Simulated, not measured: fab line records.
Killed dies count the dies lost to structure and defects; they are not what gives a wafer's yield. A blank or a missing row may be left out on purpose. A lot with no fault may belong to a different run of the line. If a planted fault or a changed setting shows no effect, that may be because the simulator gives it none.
Chamber matching | flow rit cmos | 4 sister chambers for RIT_FOX2_CLEAN_02 on wet bench-03
The step cleans in dHF, time 176.3 s. 4 wafers are shown with their chamber, then 7 later ones without.

== WAFERS WITH THEIR CHAMBER ==
wafer  | chamber | run length s (s)
L125.6 | 3       | 204.2
L127.4 | 0       | 208.2
L141.5 | 1       | 205.9
L143.5 | 2       | 210.0

== WAFERS WITHOUT THEIR CHAMBER ==
wafer  | run length s (s)
L143.6 | 210.0
L144.3 | 206.9
L144.4 | 206.9
L144.6 | 206.9
L145.1 | 206.7
L145.4 | 206.7
L145.6 | 206.7

== WHICH CHAMBER EACH ONE RAN IN ==
wafer  | from the rows above     | in truth
L143.6 | 2                       | 2
L144.3 | can't be placed: 1 or 0 | 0
L144.4 | can't be placed: 1 or 0 | 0
L144.6 | can't be placed: 1 or 0 | 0
L145.1 | can't be placed: 1 or 0 | 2
L145.4 | can't be placed: 1 or 0 | 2
L145.6 | can't be placed: 1 or 0 | 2
Correct placement for 1 of the 7. Can't be placed from these rows: 6 (the true chamber is among the candidates in 3). Placed wrongly: 0.
How it was worked out, from the rows above alone: a wafer's distance from a chamber is the root of the sum, over the readings, of the square of ((its reading less the chamber's mean) divided by the reading's scatter). The wafer belongs to the nearest chamber; if the next one is less than 2 further off, it can't be placed. Each chamber's mean is taken over the wafers shown for it. The scatter: root of mean squared gap, hidden wafer to nearest shown wafer, with one shown wafer a chamber.
